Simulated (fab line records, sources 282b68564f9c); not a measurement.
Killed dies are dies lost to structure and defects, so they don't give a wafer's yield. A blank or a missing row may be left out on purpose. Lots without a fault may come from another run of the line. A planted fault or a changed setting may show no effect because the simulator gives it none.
One fault seen from 2 desks | flow rit_cmos | each desk has only its own numbers; what lay behind them comes last

THE METROLOGY DESK
What the gauges read, lot by lot, whatever tool the lot ran on: means of the sampled wafers that have a number. A lot is out of limits, marked OUT, if its mean lies more than 4 standard deviations from the usual mean; the brackets give that distance.
Columns: A = cd_nm at RIT_ACTIVE_CD_MEAS_11, usual 1399.4 nm; B = cd_nm at RIT_M1_CD_MEAS_09, usual 2600.2 nm; C = M1_BOW at RIT_M1_BOW_MEAS_16, usual 17 um
lot  | first seen here | A      | B      | C
L789 | day 1 20:23     | 1399.2 | 2603.1 | 16
L790 | day 2 02:05     | 1399.7 | 2602.0 | 9
L791 | day 2 05:54     | 1399.8 | 2597.4 | 19
L792 | day 2 14:06     | 1396.3 | 2602.3 | 14
L793 | day 3 00:11     | 1399.4 | 2599.5 | 19
L794 | day 3 00:23     | 1402.2 | 2600.7 | 12
L796 | day 3 07:36     | 1398.2 | 2600.2 | 17
L795 | day 3 07:52     | 1400.7 | 2599.1 | 13
L797 | day 3 15:02     | 1397.0 | 2603.8 | 28
L801 | day 4 16:23     | 1401.1 | 2601.6 | 12
L803 | day 4 19:28     | 1399.1 | 2601.4 | 24
L804 | day 5 02:39     | 1403.3 | 2597.5 | 13
L808 | day 6 00:16     | 1399.1 | 2600.9 | 17
L811 | day 6 11:29     | 1401.3 | 2602.1 | 12
This desk's finding: nothing out of limits on any of the 14 lots.

THE TOOL OWNER'S DESK: rie_diel-02
The tool's own readings at RIT_ACTIVE_ETCH_13 (etches Si3N4 in SF6, stops on SiO2, time 210 s, target depth 210 nm): means of the sampled wafers that have a number, for each lot that ran on this tool. A lot is out of limits, marked OUT, if its mean lies more than 4 standard deviations from the usual mean; the brackets give that distance.
Columns: A = chamber_pressure_mTorr at RIT_ACTIVE_ETCH_13, usual 259.99 mTorr; B = drypump_motor_current_A at RIT_ACTIVE_ETCH_13, usual 5.9 A; C = oes_product_au at RIT_ACTIVE_ETCH_13, usual 0.825 a.u.; D = rf_fwd_power_W at RIT_ACTIVE_ETCH_13, usual 124.6 W; E = throttle_valve_pct at RIT_ACTIVE_ETCH_13, usual 7.50 %
lot  | first seen here | A      | B   | C     | D     | E
L791 | day 2 06:08     | 260.04 | 6.0 | 0.821 | 124.9 | 7.43
L794 | day 3 00:38     | 259.73 | 5.9 | 0.833 | 124.6 | 7.52
L797 | day 3 15:19     | 260.22 | 5.9 | 0.817 | 124.5 | 7.46
L801 | day 4 16:39     | 260.19 | 6.0 | 0.823 | 124.7 | 7.44
L803 | day 4 19:43     | 260.02 | 6.0 | 0.817 | 124.8 | 7.45
This desk's finding: nothing out of limits on any of the 5 lots.

PUT TOGETHER
The metrology desk saw nothing out of limits.
The tool owner's desk saw nothing out of limits.

WHAT THE SIMULATOR HAD PUT IN
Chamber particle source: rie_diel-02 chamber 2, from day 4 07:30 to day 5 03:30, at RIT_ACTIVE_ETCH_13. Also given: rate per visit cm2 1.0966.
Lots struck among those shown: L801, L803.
